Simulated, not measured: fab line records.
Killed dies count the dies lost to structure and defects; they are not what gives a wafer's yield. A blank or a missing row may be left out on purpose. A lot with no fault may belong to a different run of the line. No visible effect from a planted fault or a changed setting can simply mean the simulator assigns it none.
The tool behind it: which one? || flow berkeley cmos170 || 42 wafers from 14 lots sampled at 3 of the route's 331 steps

WHAT THE GAUGES READ, wafer by wafer
UCB170_ACTIVE_OVL_MEAS_14.
{"lot": "L192", "measured": "day 5 18:11", "on": "overlay-02", "ACTIVE_OVL (nm)": "1 -1 3"}
{"lot": "L193", "measured": "day 5 20:46", "on": "overlay-01", "ACTIVE_OVL (nm)": "4 -4 3"}
{"lot": "L194", "measured": "day 5 21:15", "on": "overlay-02", "ACTIVE_OVL (nm)": "-4 -4 0"}
{"lot": "L195", "measured": "day 5 21:23", "on": "overlay-01", "ACTIVE_OVL (nm)": "8 7 4"}
{"lot": "L196", "measured": "day 5 21:32", "on": "overlay-02", "ACTIVE_OVL (nm)": "-2 -1 -9"}
{"lot": "L190", "measured": "day 5 22:16", "on": "overlay-01", "ACTIVE_OVL (nm)": "8 6 6"}
{"lot": "L197", "measured": "day 6 06:29", "on": "overlay-02", "ACTIVE_OVL (nm)": "12 8 14"}
{"lot": "L201", "measured": "day 6 14:50", "on": "overlay-02", "ACTIVE_OVL (nm)": "10 -5 2"}
{"lot": "L200", "measured": "day 6 15:05", "on": "overlay-01", "ACTIVE_OVL (nm)": "1 -1 0"}
{"lot": "L198", "measured": "day 6 15:12", "on": "overlay-02", "ACTIVE_OVL (nm)": "9 13 6"}
{"lot": "L199", "measured": "day 7 00:22", "on": "overlay-02", "ACTIVE_OVL (nm)": "-3 1 -2"}
{"lot": "L208", "measured": "day 8 08:19", "on": "overlay-02", "ACTIVE_OVL (nm)": "0 4 8"}
{"lot": "L209", "measured": "day 8 12:23", "on": "overlay-02", "ACTIVE_OVL (nm)": "0 3 0"}
{"lot": "L213", "measured": "day 9 06:04", "on": "overlay-02", "ACTIVE_OVL (nm)": "-1 7 8"}

UCB170_PFIELD_OVL_MEAS_06.
{"lot": "L192", "measured": "day 5 20:31", "on": "overlay-01", "PFIELD_OVL (nm)": "-8 1 5"}
{"lot": "L193", "measured": "day 6 00:29", "on": "overlay-01", "PFIELD_OVL (nm)": "-5 -10 -7"}
{"lot": "L194", "measured": "day 6 00:22", "on": "overlay-02", "PFIELD_OVL (nm)": "6 2 6"}
{"lot": "L195", "measured": "day 6 00:39", "on": "overlay-02", "PFIELD_OVL (nm)": "9 2 3"}
{"lot": "L196", "measured": "day 6 00:42", "on": "overlay-01", "PFIELD_OVL (nm)": "9 13 10"}
{"lot": "L190", "measured": "day 6 01:13", "on": "overlay-01", "PFIELD_OVL (nm)": "-3 -3 0"}
{"lot": "L197", "measured": "day 6 07:52", "on": "overlay-01", "PFIELD_OVL (nm)": "-8 -3 -2"}
{"lot": "L201", "measured": "day 6 19:24", "on": "overlay-01", "PFIELD_OVL (nm)": "3 13 5"}
{"lot": "L200", "measured": "day 6 19:19", "on": "overlay-02", "PFIELD_OVL (nm)": "0 1 -5"}
{"lot": "L198", "measured": "day 6 19:07", "on": "overlay-01", "PFIELD_OVL (nm)": "-11 -2 -10"}
{"lot": "L199", "measured": "day 7 02:03", "on": "overlay-02", "PFIELD_OVL (nm)": "-7 -10 -6"}
{"lot": "L208", "measured": "day 8 12:32", "on": "overlay-01", "PFIELD_OVL (nm)": "0 1 -3"}
{"lot": "L209", "measured": "day 8 17:16", "on": "overlay-01", "PFIELD_OVL (nm)": "-13 -10 -11"}
{"lot": "L213", "measured": "day 9 12:43", "on": "overlay-02", "PFIELD_OVL (nm)": "-5 -3 0"}

WHAT TOOL EACH LOT RAN ON (gives the tool, then ch and the chambers of the sampled wafers, and finally the start)
{"lot": "L192", "UCB170_ACTIVE_DEVELOP_12": "litho track-02 ch 0, day 5 17:00"}
{"lot": "L193", "UCB170_ACTIVE_DEVELOP_12": "litho track-03 ch 0, day 5 20:00"}
{"lot": "L194", "UCB170_ACTIVE_DEVELOP_12": "litho track-01 ch 0, day 5 21:00"}
{"lot": "L195", "UCB170_ACTIVE_DEVELOP_12": "litho track-02 ch 0, day 5 21:00"}
{"lot": "L196", "UCB170_ACTIVE_DEVELOP_12": "litho track-01 ch 0, day 5 21:00"}
{"lot": "L190", "UCB170_ACTIVE_DEVELOP_12": "litho track-01 ch 0, day 5 22:00"}
{"lot": "L197", "UCB170_ACTIVE_DEVELOP_12": "litho track-03 ch 0, day 6 06:00"}
{"lot": "L201", "UCB170_ACTIVE_DEVELOP_12": "litho track-01 ch 0, day 6 14:00"}
{"lot": "L200", "UCB170_ACTIVE_DEVELOP_12": "litho track-03 ch 0, day 6 14:00"}
{"lot": "L198", "UCB170_ACTIVE_DEVELOP_12": "litho track-02 ch 0, day 6 14:00"}
{"lot": "L199", "UCB170_ACTIVE_DEVELOP_12": "litho track-01 ch 0, day 7 00:00"}
{"lot": "L208", "UCB170_ACTIVE_DEVELOP_12": "litho track-01 ch 0, day 8 08:00"}
{"lot": "L209", "UCB170_ACTIVE_DEVELOP_12": "litho track-01 ch 0, day 8 12:00"}
{"lot": "L213", "UCB170_ACTIVE_DEVELOP_12": "litho track-02 ch 0, day 9 05:00"}
- UCB170_ACTIVE_DEVELOP_12: develop time 45 s.

AS READ BY THE TOOLS THEMSELVES (means over the sampled wafers that have a number; for cases with no such wafer, the mark the record gives instead)
UCB170_ACTIVE_DEVELOP_12.
{"lot": "L192", "tool": "litho track-02", "developer temp C (C)": 20.86}
{"lot": "L193", "tool": "litho track-03", "developer temp C (C)": 21.13}
{"lot": "L194", "tool": "litho track-01", "developer temp C (C)": 21.07}
{"lot": "L195", "tool": "litho track-02", "developer temp C (C)": 20.93}
{"lot": "L196", "tool": "litho track-01", "developer temp C (C)": 21.01}
{"lot": "L190", "tool": "litho track-01", "developer temp C (C)": 20.89}
{"lot": "L197", "tool": "litho track-03", "developer temp C (C)": 21.04}
{"lot": "L201", "tool": "litho track-01", "developer temp C (C)": 20.85}
{"lot": "L200", "tool": "litho track-03", "developer temp C (C)": 21.16}
{"lot": "L198", "tool": "litho track-02", "developer temp C (C)": 20.93}
{"lot": "L199", "tool": "litho track-01", "developer temp C (C)": 20.94}
{"lot": "L208", "tool": "litho track-01", "developer temp C (C)": 20.15}
{"lot": "L209", "tool": "litho track-01", "developer temp C (C)": 20.07}
{"lot": "L213", "tool": "litho track-02", "developer temp C (C)": 20.95}

THE ANSWER, worked out from the rows above alone
Rule: the usual values come from the lots themselves. Put in order of their means at a reading, lots are off if they are a third of the lots or fewer, leave a main group of 4 or more, and stand apart from it by a gap of 3 or more times the standard deviation of the main group's means; of several such gaps the widest counts. The tables above print the reading to a certain number of digits; a main group whose means all agree to those digits is not used. Also off: a lot with no number at a reading for which 4 or more lots have one. All remaining lots with rows at the step are treated as sound. First the gauges in route order, then the tools' own readings, where a lot's mean is used as printed above. At the first step where some lot is off, the reading lying furthest off is the one used; lots without a number count as furthest.
Off, at UCB170_ACTIVE_DEVELOP_12 on developer temp C: L208, L209. Mean 20.98 C and standard deviation 0.098 in the main group.
A tool fits if, at that step or a process step before it, it ran every lot that is off, and no sound lot after the first of them. One candidate fits, namely litho track-01 at UCB170_ACTIVE_DEVELOP_12. A fault onset in the window from L199 (day 7 00:00, its last sound lot) to L208 (day 8 08:00, its first lot off) fits.
On the lots that are off, the tool's own readings at UCB170_ACTIVE_DEVELOP_12 differ by more than 5 times the standard deviation of the sound lots' means, which bears it out; developer temp C reads 20.11 C there versus 20.98 C on the sound lots.

WHAT THE SIMULATOR HAD INSERTED
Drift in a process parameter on litho track-01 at UCB170_ACTIVE_DEVELOP_12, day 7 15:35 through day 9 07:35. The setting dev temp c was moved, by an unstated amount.
Struck lots among those shown: L208, L209. This agrees with what the rule above found.
